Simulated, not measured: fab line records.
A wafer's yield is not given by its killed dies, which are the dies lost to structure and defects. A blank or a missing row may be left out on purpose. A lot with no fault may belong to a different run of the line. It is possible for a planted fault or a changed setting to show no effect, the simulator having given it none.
fab line records / flow berkeley-cmos170
record: lots: 14 wafers: 42 last-day: 12
route steps=331 shown START@4 PWELL@48 WELLDRIVE@56 ACTIVE@74
lots with no fault: from the same line, run without faults
start-h: start of the lot's first displayed wafer, in hours after the record's first day / wait-h: hours elapsed since this lot's preceding step / " repeats the value in the row above / L1.1+2: several wafers, shown together as one row / - either no value or no given start / * or withheld: withheld / < > ~ a bound
route shown NAME@n: names a module that has steps shown in the file, with the first one's number in the route / usual: mean/standard deviation of fault-free wafers / same: alike in all rows / chamber/n: place in a boat / sites: readings site by site / _std_site: the values' standard deviation / _edge_site: the outer-site mean with the inner-site mean subtracted / radius-mm: how far each site lies from the wafer's centre / mask NAME#n: copy n / behind: tool/chamber where the wafer was last shaped / hold: what put the lot on hold/how long, in hours/how the hold closed / device: names the non-switching transistor (n, p or np) / end of line: tests of these same wafers at the route's end / a step with no rows: only its recipe / killed: at the first sort, the dies lost to defects and structure; wafer yield is something else / map: a wafer's dies, x killed, . not, _ none there
set.NAME: the run value of the setting; set.NAME@STEP: its run value at that earlier step / model.NAME: the simulator's own value behind a step, which no gauge read
steps of the route over a sample of lots; a table a step, a row a wafer
services: from which hour (start-h, from the record's first day; less than 0 if before it) a tool's chamber was out of use, for how many hours, and why
== steps ==
step: UCB170_START_THK_MEAS_03
recipe: reads: SiO2_of_START_OXIDATION_02
usual: START_OXIDE_THK: 20.6/0.32
lot.wafer=L618.1 tool=film-metro-01 chamber=- start-h=17.93 wait-h=0.0 START_OXIDE_THK[nm]=20.8
lot.wafer=L618.2 tool=film-metro-01 chamber=- start-h=17.93 wait-h=0.0 START_OXIDE_THK[nm]=21.0
lot.wafer=L618.4 tool=film-metro-01 chamber=- start-h=17.93 wait-h=0.0 START_OXIDE_THK[nm]=20.7
lot.wafer=L619.2 tool=film-metro-04 chamber=- start-h=24.50 wait-h=0.0 START_OXIDE_THK[nm]=20.1
lot.wafer=L619.5 tool=film-metro-04 chamber=- start-h=24.50 wait-h=0.0 START_OXIDE_THK[nm]=20.2
lot.wafer=L619.6 tool=film-metro-04 chamber=- start-h=24.50 wait-h=0.0 START_OXIDE_THK[nm]=20.2
lot.wafer=L620.2 tool=film-metro-01 chamber=- start-h=29.12 wait-h=0.0 START_OXIDE_THK[nm]=20.7
lot.wafer=L620.3 tool=film-metro-01 chamber=- start-h=29.12 wait-h=0.0 START_OXIDE_THK[nm]=20.6
lot.wafer=L620.4 tool=film-metro-01 chamber=- start-h=29.12 wait-h=0.0 START_OXIDE_THK[nm]=20.7
lot.wafer=L621.1 tool=film-metro-04 chamber=- start-h=35.77 wait-h=0.0 START_OXIDE_THK[nm]=21.2
lot.wafer=L621.3 tool=film-metro-04 chamber=- start-h=35.77 wait-h=0.0 START_OXIDE_THK[nm]=20.7
lot.wafer=L621.6 tool=film-metro-04 chamber=- start-h=35.77 wait-h=0.0 START_OXIDE_THK[nm]=20.8
lot.wafer=L622.3 tool=film-metro-02 chamber=- start-h=39.00 wait-h=0.1 START_OXIDE_THK[nm]=20.4
lot.wafer=L622.5 tool=film-metro-02 chamber=- start-h=39.00 wait-h=0.1 START_OXIDE_THK[nm]=20.2
lot.wafer=L622.6 tool=film-metro-02 chamber=- start-h=39.00 wait-h=0.1 START_OXIDE_THK[nm]=20.4
lot.wafer=L629.4 tool=film-metro-02 chamber=- start-h=75.26 wait-h=0.0 START_OXIDE_THK[nm]=20.8
lot.wafer=L629.5 tool=film-metro-02 chamber=- start-h=75.26 wait-h=0.0 START_OXIDE_THK[nm]=21.3
lot.wafer=L629.6 tool=film-metro-02 chamber=- start-h=75.26 wait-h=0.0 START_OXIDE_THK[nm]=20.7
lot.wafer=L630.1 tool=film-metro-04 chamber=- start-h=81.18 wait-h=0.0 START_OXIDE_THK[nm]=20.6
lot.wafer=L630.4 tool=film-metro-04 chamber=- start-h=81.18 wait-h=0.0 START_OXIDE_THK[nm]=20.6
lot.wafer=L630.6 tool=film-metro-04 chamber=- start-h=81.18 wait-h=0.0 START_OXIDE_THK[nm]=20.3
lot.wafer=L632.1 tool=film-metro-04 chamber=- start-h=89.88 wait-h=0.0 START_OXIDE_THK[nm]=20.7
lot.wafer=L632.2 tool=film-metro-04 chamber=- start-h=89.88 wait-h=0.0 START_OXIDE_THK[nm]=20.9
lot.wafer=L632.5 tool=film-metro-04 chamber=- start-h=89.88 wait-h=0.0 START_OXIDE_THK[nm]=20.8
lot.wafer=L633.2 tool=film-metro-02 chamber=- start-h=96.56 wait-h=0.0 START_OXIDE_THK[nm]=20.5
lot.wafer=L633.3 tool=film-metro-02 chamber=- start-h=96.56 wait-h=0.0 START_OXIDE_THK[nm]=20.7
lot.wafer=L633.4 tool=film-metro-02 chamber=- start-h=96.56 wait-h=0.0 START_OXIDE_THK[nm]=20.7
lot.wafer=L634.1 tool=film-metro-02 chamber=- start-h=100.58 wait-h=0.0 START_OXIDE_THK[nm]=20.0
lot.wafer=L634.2 tool=film-metro-02 chamber=- start-h=100.58 wait-h=0.0 START_OXIDE_THK[nm]=20.5
lot.wafer=L634.6 tool=film-metro-02 chamber=- start-h=100.58 wait-h=0.0 START_OXIDE_THK[nm]=20.4
lot.wafer=L636.3 tool=film-metro-01 chamber=- start-h=109.60 wait-h=0.0 START_OXIDE_THK[nm]=20.8
lot.wafer=L636.5 tool=film-metro-01 chamber=- start-h=109.60 wait-h=0.0 START_OXIDE_THK[nm]=20.5
lot.wafer=L636.6 tool=film-metro-01 chamber=- start-h=109.60 wait-h=0.0 START_OXIDE_THK[nm]=20.4
lot.wafer=L637.3 tool=film-metro-02 chamber=- start-h=115.79 wait-h=0.0 START_OXIDE_THK[nm]=20.2
lot.wafer=L637.5 tool=film-metro-02 chamber=- start-h=115.79 wait-h=0.0 START_OXIDE_THK[nm]=20.7
lot.wafer=L637.6 tool=film-metro-02 chamber=- start-h=115.79 wait-h=0.0 START_OXIDE_THK[nm]=20.8
lot.wafer=L638.3 tool=film-metro-04 chamber=- start-h=120.09 wait-h=0.0 START_OXIDE_THK[nm]=20.9
lot.wafer=L638.4 tool=film-metro-04 chamber=- start-h=120.09 wait-h=0.0 START_OXIDE_THK[nm]=20.7
lot.wafer=L638.6 tool=film-metro-04 chamber=- start-h=120.09 wait-h=0.0 START_OXIDE_THK[nm]=20.7
lot.wafer=L640.2 tool=film-metro-02 chamber=- start-h=128.54 wait-h=0.0 START_OXIDE_THK[nm]=20.8
lot.wafer=L640.5 tool=film-metro-02 chamber=- start-h=128.54 wait-h=0.0 START_OXIDE_THK[nm]=20.7
lot.wafer=L640.6 tool=film-metro-02 chamber=- start-h=128.54 wait-h=0.0 START_OXIDE_THK[nm]=20.6
step: UCB170_PWELL_ETCH_14
recipe: chemistry: CH3F/Ar/O2 target: Si3N4 stop-on: SiO2 CH3F_flow_sccm: 20 Ar_flow_sccm: 50 O2_flow_sccm: 7 pressure-mtorr: 50 rf-w: 450 target-depth-a: 2420 over-etch-frac: 0.1 time-s: 151
usual: O2_flow_sccm: 7.001/0.02 drypump-motor-current-A: 5.6/0.46 oes-product-au: 0.943/0.013 throttle-valve-pct: 8.02/0.18
same: time-s: 151
lot.wafer=L618.1 tool=rie-diel-02 chamber=0 start-h=48.76 wait-h=0.0 O2_flow_sccm=6.989 drypump-motor-current-A=5.5 oes-product-au=0.932 rf-hours-counter-h=161 throttle-valve-pct=7.97
lot.wafer=L618.2 tool=rie-diel-02 chamber=3 start-h=48.76 wait-h=0.0 O2_flow_sccm=6.965 drypump-motor-current-A=5.7 oes-product-au=0.942 rf-hours-counter-h=120 throttle-valve-pct=7.90
lot.wafer=L618.4 tool=rie-diel-02 chamber=1 start-h=48.76 wait-h=0.0 O2_flow_sccm=7.018 drypump-motor-current-A=5.6 oes-product-au=0.954 rf-hours-counter-h=24 throttle-valve-pct=8.06
lot.wafer=L619.2 tool=rie-diel-03 chamber=3 start-h=59.39 wait-h=0.0 O2_flow_sccm=6.995 drypump-motor-current-A=5.5 oes-product-au=0.930 rf-hours-counter-h=157 throttle-valve-pct=7.94
lot.wafer=L619.5 tool=rie-diel-03 chamber=1 start-h=59.39 wait-h=0.0 O2_flow_sccm=7.000 drypump-motor-current-A=6.1 oes-product-au=0.923 rf-hours-counter-h=- throttle-valve-pct=8.14
lot.wafer=L619.6 tool=rie-diel-03 chamber=2 start-h=59.39 wait-h=0.0 O2_flow_sccm=7.032 drypump-motor-current-A=5.2 oes-product-au=0.929 rf-hours-counter-h=- throttle-valve-pct=8.35
lot.wafer=L620.2 tool=rie-diel-02 chamber=2 start-h=66.40 wait-h=0.0 O2_flow_sccm=7.032 drypump-motor-current-A=5.5 oes-product-au=0.943 rf-hours-counter-h=40 throttle-valve-pct=7.75
lot.wafer=L620.3 tool=rie-diel-02 chamber=1 start-h=66.40 wait-h=0.0 O2_flow_sccm=6.983 drypump-motor-current-A=5.6 oes-product-au=0.953 rf-hours-counter-h=25 throttle-valve-pct=8.06
lot.wafer=L620.4 tool=rie-diel-02 chamber=0 start-h=66.40 wait-h=0.0 O2_flow_sccm=6.973 drypump-motor-current-A=5.5 oes-product-au=0.962 rf-hours-counter-h=162 throttle-valve-pct=7.98
lot.wafer=L622.3 tool=rie-diel-02 chamber=2 start-h=75.31 wait-h=0.0 O2_flow_sccm=7.007 drypump-motor-current-A=5.5 oes-product-au=0.945 rf-hours-counter-h=40 throttle-valve-pct=7.75
lot.wafer=L622.5 tool=rie-diel-02 chamber=0 start-h=75.31 wait-h=0.0 O2_flow_sccm=6.969 drypump-motor-current-A=5.5 oes-product-au=0.943 rf-hours-counter-h=- throttle-valve-pct=7.97
lot.wafer=L622.6 tool=rie-diel-02 chamber=3 start-h=75.31 wait-h=0.0 O2_flow_sccm=7.019 drypump-motor-current-A=5.7 oes-product-au=0.941 rf-hours-counter-h=- throttle-valve-pct=7.89
lot.wafer=L621.1 tool=rie-diel-01 chamber=1 start-h=75.55 wait-h=0.0 O2_flow_sccm=6.994 drypump-motor-current-A=5.4 oes-product-au=0.955 rf-hours-counter-h=74 throttle-valve-pct=7.75
lot.wafer=L621.3 tool=rie-diel-01 chamber=3 start-h=75.55 wait-h=0.0 O2_flow_sccm=7.021 drypump-motor-current-A=6.4 oes-product-au=0.960 rf-hours-counter-h=108 throttle-valve-pct=7.91
lot.wafer=L621.6 tool=rie-diel-01 chamber=2 start-h=75.55 wait-h=0.0 O2_flow_sccm=6.966 drypump-motor-current-A=4.9 oes-product-au=0.934 rf-hours-counter-h=- throttle-valve-pct=7.96
lot.wafer=L629.4 tool=rie-diel-01 chamber=3 start-h=113.01 wait-h=0.0 O2_flow_sccm=7.040 drypump-motor-current-A=6.4 oes-product-au=0.951 rf-hours-counter-h=110 throttle-valve-pct=7.91
lot.wafer=L629.5 tool=rie-diel-01 chamber=1 start-h=113.01 wait-h=0.0 O2_flow_sccm=7.004 drypump-motor-current-A=5.4 oes-product-au=0.950 rf-hours-counter-h=- throttle-valve-pct=7.75
lot.wafer=L629.6 tool=rie-diel-01 chamber=0 start-h=113.01 wait-h=0.0 O2_flow_sccm=7.048 drypump-motor-current-A=6.2 oes-product-au=0.958 rf-hours-counter-h=- throttle-valve-pct=8.14
lot.wafer=L630.1 tool=rie-diel-02 chamber=3 start-h=118.96 wait-h=0.0 O2_flow_sccm=7.006 drypump-motor-current-A=5.7 oes-product-au=0.928 rf-hours-counter-h=123 throttle-valve-pct=7.89
lot.wafer=L630.4 tool=rie-diel-02 chamber=3 start-h=118.96 wait-h=0.0 O2_flow_sccm=7.029 drypump-motor-current-A=5.7 oes-product-au=0.928 rf-hours-counter-h=- throttle-valve-pct=7.92
lot.wafer=L630.6 tool=rie-diel-02 chamber=2 start-h=118.96 wait-h=0.0 O2_flow_sccm=6.985 drypump-motor-current-A=5.5 oes-product-au=0.935 rf-hours-counter-h=- throttle-valve-pct=7.76
lot.wafer=L632.1 tool=rie-diel-02 chamber=2 start-h=128.47 wait-h=0.0 O2_flow_sccm=6.969 drypump-motor-current-A=5.5 oes-product-au=0.944 rf-hours-counter-h=42 throttle-valve-pct=7.75
lot.wafer=L632.2 tool=rie-diel-02 chamber=3 start-h=128.47 wait-h=0.0 O2_flow_sccm=7.009 drypump-motor-current-A=5.7 oes-product-au=0.937 rf-hours-counter-h=123 throttle-valve-pct=7.90
lot.wafer=L632.5 tool=rie-diel-02 chamber=1 start-h=128.47 wait-h=0.0 O2_flow_sccm=6.991 drypump-motor-current-A=5.7 oes-product-au=0.951 rf-hours-counter-h=- throttle-valve-pct=8.06
lot.wafer=L633.2 tool=rie-diel-03 chamber=1 start-h=136.77 wait-h=0.0 O2_flow_sccm=7.018 drypump-motor-current-A=6.2 oes-product-au=0.924 rf-hours-counter-h=17 throttle-valve-pct=8.13
lot.wafer=L633.3 tool=rie-diel-03 chamber=2 start-h=136.77 wait-h=0.0 O2_flow_sccm=6.990 drypump-motor-current-A=5.2 oes-product-au=0.943 rf-hours-counter-h=13 throttle-valve-pct=8.35
lot.wafer=L633.4 tool=rie-diel-03 chamber=2 start-h=136.77 wait-h=0.0 O2_flow_sccm=7.023 drypump-motor-current-A=5.2 oes-product-au=0.937 rf-hours-counter-h=- throttle-valve-pct=8.32
lot.wafer=L634.1 tool=rie-diel-02 chamber=0 start-h=137.17 wait-h=0.0 O2_flow_sccm=7.013 drypump-motor-current-A=5.5 oes-product-au=0.974 rf-hours-counter-h=0 throttle-valve-pct=7.97
lot.wafer=L634.2 tool=rie-diel-02 chamber=3 start-h=137.17 wait-h=0.0 O2_flow_sccm=6.997 drypump-motor-current-A=5.7 oes-product-au=0.951 rf-hours-counter-h=124 throttle-valve-pct=7.91
lot.wafer=L634.6 tool=rie-diel-02 chamber=1 start-h=137.17 wait-h=0.0 O2_flow_sccm=7.037 drypump-motor-current-A=5.6 oes-product-au=0.955 rf-hours-counter-h=- throttle-valve-pct=8.05
lot.wafer=L636.3 tool=rie-diel-03 chamber=0 start-h=147.74 wait-h=0.0 O2_flow_sccm=7.000 drypump-motor-current-A=5.2 oes-product-au=0.946 rf-hours-counter-h=60 throttle-valve-pct=8.30
lot.wafer=L636.5 tool=rie-diel-03 chamber=0 start-h=147.74 wait-h=0.0 O2_flow_sccm=6.976 drypump-motor-current-A=5.1 oes-product-au=0.936 rf-hours-counter-h=- throttle-valve-pct=8.32
lot.wafer=L636.6 tool=rie-diel-03 chamber=1 start-h=147.74 wait-h=0.0 O2_flow_sccm=7.012 drypump-motor-current-A=6.1 oes-product-au=0.920 rf-hours-counter-h=- throttle-valve-pct=8.14
lot.wafer=L637.3 tool=rie-diel-01 chamber=2 start-h=148.01 wait-h=0.0 O2_flow_sccm=6.990 drypump-motor-current-A=4.9 oes-product-au=0.923 rf-hours-counter-h=13 throttle-valve-pct=7.96
lot.wafer=L637.5 tool=rie-diel-01 chamber=1 start-h=148.01 wait-h=0.0 O2_flow_sccm=7.006 drypump-motor-current-A=5.5 oes-product-au=0.955 rf-hours-counter-h=- throttle-valve-pct=7.76
lot.wafer=L637.6 tool=rie-diel-01 chamber=2 start-h=148.01 wait-h=0.0 O2_flow_sccm=6.987 drypump-motor-current-A=4.9 oes-product-au=0.928 rf-hours-counter-h=- throttle-valve-pct=7.96
lot.wafer=L638.3 tool=rie-diel-03 chamber=2 start-h=155.41 wait-h=0.0 O2_flow_sccm=6.995 drypump-motor-current-A=5.2 oes-product-au=0.937 rf-hours-counter-h=14 throttle-valve-pct=8.34
lot.wafer=L638.4 tool=rie-diel-03 chamber=3 start-h=155.41 wait-h=0.0 O2_flow_sccm=6.965 drypump-motor-current-A=5.5 oes-product-au=0.951 rf-hours-counter-h=0 throttle-valve-pct=7.94
lot.wafer=L638.6 tool=rie-diel-03 chamber=3 start-h=155.41 wait-h=0.0 O2_flow_sccm=6.973 drypump-motor-current-A=5.5 oes-product-au=0.956 rf-hours-counter-h=- throttle-valve-pct=7.97
lot.wafer=L640.2 tool=rie-diel-03 chamber=2 start-h=165.39 wait-h=0.0 O2_flow_sccm=6.999 drypump-motor-current-A=5.2 oes-product-au=0.928 rf-hours-counter-h=15 throttle-valve-pct=8.35
lot.wafer=L640.5 tool=rie-diel-03 chamber=3 start-h=165.39 wait-h=0.0 O2_flow_sccm=6.999 drypump-motor-current-A=5.5 oes-product-au=0.955 rf-hours-counter-h=- throttle-valve-pct=7.94
lot.wafer=L640.6 tool=rie-diel-03 chamber=2 start-h=165.39 wait-h=0.0 O2_flow_sccm=7.012 drypump-motor-current-A=5.2 oes-product-au=0.931 rf-hours-counter-h=- throttle-valve-pct=8.33
step: UCB170_WELLDRIVE_OXIDATION_01
recipe: temp-c: 1100 ambient: O2 target-thk-a: 1990 ox-time-s: 9247
usual: ox-temp-c: 1100.0/0.46 ox-temp-c-max: 1104.5/1
lot.wafer=L618.1 tool=furnace-01 chamber=0 start-h=56.51 wait-h=0.2 ox-temp-c=1099.9 ox-temp-c-max=1103.9
lot.wafer=L618.2 tool=furnace-01 chamber=0 start-h=56.51 wait-h=0.2 ox-temp-c=1099.6 ox-temp-c-max=1102.7
lot.wafer=L618.4 tool=furnace-01 chamber=0 start-h=56.51 wait-h=0.2 ox-temp-c=1099.7 ox-temp-c-max=1104.2
lot.wafer=L619.2 tool=furnace-04 chamber=0 start-h=68.25 wait-h=3.3 ox-temp-c=1099.3 ox-temp-c-max=1104.0
lot.wafer=L619.5 tool=furnace-04 chamber=0 start-h=68.25 wait-h=3.3 ox-temp-c=1099.3 ox-temp-c-max=1104.1
lot.wafer=L619.6 tool=furnace-04 chamber=0 start-h=68.25 wait-h=3.3 ox-temp-c=1099.6 ox-temp-c-max=1103.6
lot.wafer=L620.2 tool=furnace-01 chamber=0 start-h=75.55 wait-h=4.3 ox-temp-c=1101.1 ox-temp-c-max=1105.1
lot.wafer=L620.3 tool=furnace-01 chamber=0 start-h=75.55 wait-h=4.3 ox-temp-c=1100.8 ox-temp-c-max=1105.0
lot.wafer=L620.4 tool=furnace-01 chamber=0 start-h=75.55 wait-h=4.3 ox-temp-c=1100.7 ox-temp-c-max=1104.6
lot.wafer=L621.1 tool=furnace-01 chamber=0 start-h=83.38 wait-h=3.0 ox-temp-c=1099.1 ox-temp-c-max=1103.1
lot.wafer=L621.3 tool=furnace-01 chamber=0 start-h=83.38 wait-h=3.0 ox-temp-c=1100.3 ox-temp-c-max=1103.6
lot.wafer=L621.6 tool=furnace-01 chamber=0 start-h=83.38 wait-h=3.0 ox-temp-c=1100.1 ox-temp-c-max=1102.8
lot.wafer=L622.3 tool=furnace-01 chamber=0 start-h=83.38 wait-h=3.0 ox-temp-c=1100.2 ox-temp-c-max=1104.1
lot.wafer=L622.5 tool=furnace-01 chamber=0 start-h=83.38 wait-h=3.0 ox-temp-c=1100.0 ox-temp-c-max=1104.3
lot.wafer=L622.6 tool=furnace-01 chamber=0 start-h=83.38 wait-h=3.0 ox-temp-c=1099.6 ox-temp-c-max=1102.6
lot.wafer=L629.4 tool=furnace-03 chamber=- start-h=122.96 wait-h=4.4 ox-temp-c=- ox-temp-c-max=-
lot.wafer=L629.5 tool=furnace-03 chamber=- start-h=122.96 wait-h=4.4 ox-temp-c=- ox-temp-c-max=-
lot.wafer=L629.6 tool=furnace-03 chamber=- start-h=122.96 wait-h=4.4 ox-temp-c=- ox-temp-c-max=-
lot.wafer=L630.1 tool=furnace-04 chamber=- start-h=127.57 wait-h=1.6 ox-temp-c=- ox-temp-c-max=-
lot.wafer=L630.4 tool=furnace-04 chamber=- start-h=127.57 wait-h=1.6 ox-temp-c=- ox-temp-c-max=-
lot.wafer=L630.6 tool=furnace-04 chamber=- start-h=127.57 wait-h=1.6 ox-temp-c=- ox-temp-c-max=-
lot.wafer=L632.1 tool=furnace-03 chamber=0 start-h=136.47 wait-h=3.0 ox-temp-c=1100.0 ox-temp-c-max=1104.8
lot.wafer=L632.2 tool=furnace-03 chamber=0 start-h=136.47 wait-h=3.0 ox-temp-c=1100.0 ox-temp-c-max=1104.3
lot.wafer=L632.5 tool=furnace-03 chamber=0 start-h=136.47 wait-h=3.0 ox-temp-c=1100.1 ox-temp-c-max=1105.5
lot.wafer=L633.2 tool=furnace-04 chamber=0 start-h=143.19 wait-h=0.6 ox-temp-c=1099.8 ox-temp-c-max=1104.3
lot.wafer=L633.3 tool=furnace-04 chamber=0 start-h=143.19 wait-h=0.6 ox-temp-c=1099.4 ox-temp-c-max=1103.2
lot.wafer=L633.4 tool=furnace-04 chamber=0 start-h=143.19 wait-h=0.6 ox-temp-c=1100.0 ox-temp-c-max=1104.5
lot.wafer=L634.1 tool=furnace-04 chamber=0 start-h=143.19 wait-h=0.6 ox-temp-c=1099.8 ox-temp-c-max=1105.1
lot.wafer=L634.2 tool=furnace-04 chamber=0 start-h=143.19 wait-h=0.6 ox-temp-c=1099.3 ox-temp-c-max=1103.5
lot.wafer=L634.6 tool=furnace-04 chamber=0 start-h=143.19 wait-h=0.6 ox-temp-c=1098.9 ox-temp-c-max=1103.8
lot.wafer=L636.3 tool=furnace-04 chamber=0 start-h=155.20 wait-h=2.6 ox-temp-c=1100.4 ox-temp-c-max=1105.4
lot.wafer=L636.5 tool=furnace-04 chamber=0 start-h=155.20 wait-h=2.6 ox-temp-c=1100.1 ox-temp-c-max=1105.4
lot.wafer=L636.6 tool=furnace-04 chamber=0 start-h=155.20 wait-h=2.6 ox-temp-c=1100.1 ox-temp-c-max=1104.1
lot.wafer=L637.3 tool=furnace-04 chamber=0 start-h=155.20 wait-h=2.0 ox-temp-c=1100.5 ox-temp-c-max=1105.9
lot.wafer=L637.5 tool=furnace-04 chamber=0 start-h=155.20 wait-h=2.0 ox-temp-c=1100.2 ox-temp-c-max=1104.0
lot.wafer=L637.6 tool=furnace-04 chamber=0 start-h=155.20 wait-h=2.0 ox-temp-c=1099.4 ox-temp-c-max=1104.0
lot.wafer=L638.3 tool=furnace-04 chamber=0 start-h=161.45 wait-h=1.1 ox-temp-c=1100.0 ox-temp-c-max=1104.5
lot.wafer=L638.4 tool=furnace-04 chamber=0 start-h=161.45 wait-h=1.1 ox-temp-c=1100.7 ox-temp-c-max=1106.0
lot.wafer=L638.6 tool=furnace-04 chamber=0 start-h=161.45 wait-h=1.1 ox-temp-c=1100.3 ox-temp-c-max=1103.8
lot.wafer=L640.2 tool=furnace-04 chamber=0 start-h=172.20 wait-h=2.0 ox-temp-c=1099.8 ox-temp-c-max=1106.6
lot.wafer=L640.5 tool=furnace-04 chamber=0 start-h=172.20 wait-h=2.0 ox-temp-c=1099.6 ox-temp-c-max=1104.4
lot.wafer=L640.6 tool=furnace-04 chamber=0 start-h=172.20 wait-h=2.0 ox-temp-c=1099.7 ox-temp-c-max=1104.3
step: UCB170_ACTIVE_OVL_MEAS_14
usual: ACTIVE_OVL: 0/6.4
lot.wafer=L618.1 tool=overlay-01 chamber=- start-h=75.81 wait-h=0.1 ACTIVE_OVL[nm]=-3
lot.wafer=L618.2 tool=overlay-01 chamber=- start-h=75.81 wait-h=0.1 ACTIVE_OVL[nm]=3
lot.wafer=L618.4 tool=overlay-01 chamber=- start-h=75.81 wait-h=0.1 ACTIVE_OVL[nm]=-4
lot.wafer=L619.2 tool=overlay-02 chamber=- start-h=91.35 wait-h=0.1 ACTIVE_OVL[nm]=3
lot.wafer=L619.5 tool=overlay-02 chamber=- start-h=91.35 wait-h=0.1 ACTIVE_OVL[nm]=-7
lot.wafer=L619.6 tool=overlay-02 chamber=- start-h=91.35 wait-h=0.1 ACTIVE_OVL[nm]=-2
lot.wafer=L620.2 tool=overlay-02 chamber=- start-h=96.91 wait-h=0.1 ACTIVE_OVL[nm]=4
lot.wafer=L620.3 tool=overlay-02 chamber=- start-h=96.91 wait-h=0.1 ACTIVE_OVL[nm]=2
lot.wafer=L620.4 tool=overlay-02 chamber=- start-h=96.91 wait-h=0.1 ACTIVE_OVL[nm]=-2
lot.wafer=L622.3 tool=overlay-01 chamber=- start-h=107.15 wait-h=0.1 ACTIVE_OVL[nm]=1
lot.wafer=L622.5 tool=overlay-01 chamber=- start-h=107.15 wait-h=0.1 ACTIVE_OVL[nm]=5
lot.wafer=L622.6 tool=overlay-01 chamber=- start-h=107.15 wait-h=0.1 ACTIVE_OVL[nm]=-4
lot.wafer=L621.1 tool=overlay-02 chamber=- start-h=107.23 wait-h=0.1 ACTIVE_OVL[nm]=10
lot.wafer=L621.3 tool=overlay-02 chamber=- start-h=107.23 wait-h=0.1 ACTIVE_OVL[nm]=4
lot.wafer=L621.6 tool=overlay-02 chamber=- start-h=107.23 wait-h=0.1 ACTIVE_OVL[nm]=-2
lot.wafer=L632.1 tool=overlay-02 chamber=- start-h=152.84 wait-h=0.1 ACTIVE_OVL[nm]=3
lot.wafer=L632.2 tool=overlay-02 chamber=- start-h=152.84 wait-h=0.1 ACTIVE_OVL[nm]=-12
lot.wafer=L632.5 tool=overlay-02 chamber=- start-h=152.84 wait-h=0.1 ACTIVE_OVL[nm]=1
lot.wafer=L633.2 tool=overlay-01 chamber=- start-h=162.40 wait-h=0.1 ACTIVE_OVL[nm]=-3
lot.wafer=L633.3 tool=overlay-01 chamber=- start-h=162.40 wait-h=0.1 ACTIVE_OVL[nm]=-5
lot.wafer=L633.4 tool=overlay-01 chamber=- start-h=162.40 wait-h=0.1 ACTIVE_OVL[nm]=-9
lot.wafer=L634.1 tool=overlay-02 chamber=- start-h=162.67 wait-h=0.1 ACTIVE_OVL[nm]=-11
lot.wafer=L634.2 tool=overlay-02 chamber=- start-h=162.67 wait-h=0.1 ACTIVE_OVL[nm]=3
lot.wafer=L634.6 tool=overlay-02 chamber=- start-h=162.67 wait-h=0.1 ACTIVE_OVL[nm]=5
lot.wafer=L636.3 tool=overlay-02 chamber=- start-h=174.90 wait-h=0.1 ACTIVE_OVL[nm]=3
lot.wafer=L636.5 tool=overlay-02 chamber=- start-h=174.90 wait-h=0.1 ACTIVE_OVL[nm]=6
lot.wafer=L636.6 tool=overlay-02 chamber=- start-h=174.90 wait-h=0.1 ACTIVE_OVL[nm]=2
lot.wafer=L637.3 tool=overlay-01 chamber=- start-h=175.32 wait-h=0.1 ACTIVE_OVL[nm]=6
lot.wafer=L637.5 tool=overlay-01 chamber=- start-h=175.32 wait-h=0.1 ACTIVE_OVL[nm]=7
lot.wafer=L637.6 tool=overlay-01 chamber=- start-h=175.32 wait-h=0.1 ACTIVE_OVL[nm]=-5
lot.wafer=L638.3 tool=overlay-02 chamber=- start-h=182.05 wait-h=0.1 ACTIVE_OVL[nm]=2
lot.wafer=L638.4 tool=overlay-02 chamber=- start-h=182.05 wait-h=0.1 ACTIVE_OVL[nm]=4
lot.wafer=L638.6 tool=overlay-02 chamber=- start-h=182.05 wait-h=0.1 ACTIVE_OVL[nm]=9
lot.wafer=L640.2 tool=overlay-02 chamber=- start-h=190.75 wait-h=0.1 ACTIVE_OVL[nm]=2
lot.wafer=L640.5 tool=overlay-02 chamber=- start-h=190.75 wait-h=0.1 ACTIVE_OVL[nm]=8
lot.wafer=L640.6 tool=overlay-02 chamber=- start-h=190.75 wait-h=0.1 ACTIVE_OVL[nm]=-10
== services ==
tool=furnace-04 chamber=- start-h=28.67 hours=2.7 kind=repair
tool=furnace-04 chamber=- start-h=31.36 hours=2.7 kind=pm
tool=furnace-04 chamber=- start-h=47.02 hours=3.2 kind=pm
tool=rie-diel-02 chamber=2 start-h=51.17 hours=2.5 kind=repair
tool=rie-diel-02 chamber=1 start-h=52.66 hours=2.3 kind=repair
tool=rie-diel-02 chamber=0 start-h=106.36 hours=- kind=clean
tool=rie-diel-02 chamber=0 start-h=106.36 hours=27.5 kind=scheduled-down
tool=rie-diel-02 chamber=0 start-h=106.36 hours=27.5 kind=vent-cycle
tool=rie-diel-01 chamber=1 start-h=116.56 hours=3.9 kind=repair
tool=furnace-01 chamber=- start-h=128.53 hours=3.0 kind=pm
tool=rie-diel-03 chamber=3 start-h=135.89 hours=- kind=clean
tool=rie-diel-03 chamber=3 start-h=135.89 hours=15.0 kind=scheduled-down
tool=rie-diel-03 chamber=3 start-h=135.89 hours=15.0 kind=vent-cycle
tool=rie-diel-02 chamber=- start-h=145.34 hours=14.6 kind=pm
tool=rie-diel-01 chamber=0 start-h=159.44 hours=3.1 kind=repair
tool=rie-diel-02 chamber=1 start-h=160.91 hours=10.0 kind=repair
== key ==
first-sign: step: UCB170_WELLDRIVE_OXIDATION_01 reading: tool-record direction: missing
effect none on later readings
met-at UCB170_WELLDRIVE_OXIDATION_01
struck-lots L629,L630
later-rows-left-out L629.4,L629.5,L629.6,L630.1,L630.4,L630.6
sort-left-out L629.4,L629.5,L629.6,L630.1,L630.4,L630.6
tester-left-out L629,L630
not-acting-at UCB170_START_THK_MEAS_03,UCB170_PWELL_ETCH_14,UCB170_ACTIVE_OVL_MEAS_14
onset-between 68.25 122.96
fault: kind: skipped-step-whole tool: furnace-03,furnace-04 chamber: - onset-h: 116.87 steps: UCB170_WELLDRIVE_OXIDATION_01 scope: struck-lots-only
tester-left-out: of these lots the tester's yield and bins aren't shown, on N5 and GAA mostly nor the transistor test; their killed dies are dies lost to structure and defects alone, not to doping, threshold or leakage, so they don't give the yield
sort-left-out: the simulated sort isn't trusted on such a fault, so these wafers' sort isn't shown, and their yield isn't known
later-rows-left-out: the simulator's readings of these wafers behind a module that went badly wrong aren't trusted and aren't shown, but for the sort
